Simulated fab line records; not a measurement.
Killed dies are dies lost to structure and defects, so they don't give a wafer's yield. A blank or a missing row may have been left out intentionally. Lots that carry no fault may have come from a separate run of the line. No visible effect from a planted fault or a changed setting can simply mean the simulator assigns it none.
Which of the tools did it?	flow berkeley cmos170	route of 331 steps, sampled at 1 step: 7 lots, 21 wafers

== WHAT THE GAUGES READ, wafer by wafer ==
UCB170_CONTACT_OVL_MEAS_16.
lot	measured	on	CONTACT_OVL (nm)
L637	day 6 23:40	overlay-02	-6 -6 -4
L640	day 7 01:52	overlay-01	9 14 12
L641	day 7 14:30	overlay-02	-9 0 -10
L646	day 8 10:32	overlay-02	1 -1 0
L649	day 9 07:08	overlay-02	-4 -10 -4
L655	day 10 14:46	overlay-02	2 0 5
L657	day 11 00:47	overlay-02	3 5 2

== WHAT TOOL EACH LOT RAN ON (gives the tool, then ch and the chambers of the sampled wafers, and finally the start) ==
The record shows no process step preceding these readings.

== THE ANSWER, worked out from the rows above alone ==
Rule: what is usual is taken from the lots themselves. Put in order of their means at a reading, lots are off if they are a third of the lots or fewer, leave a main group of 4 or more, and stand apart from it by a gap of 3 or more times the standard deviation of the main group's means; of several such gaps the widest counts. A main group whose means are all the same, to the digits that the tables above print for the reading, isn't used. A lot without any number at a reading at which 4 lots or more have one is off too. Any other lot the step has rows for is counted as sound.
No lot is off on any of the readings shown, so nothing can be concluded from this.

== WHAT THE SIMULATOR HAD INSERTED ==
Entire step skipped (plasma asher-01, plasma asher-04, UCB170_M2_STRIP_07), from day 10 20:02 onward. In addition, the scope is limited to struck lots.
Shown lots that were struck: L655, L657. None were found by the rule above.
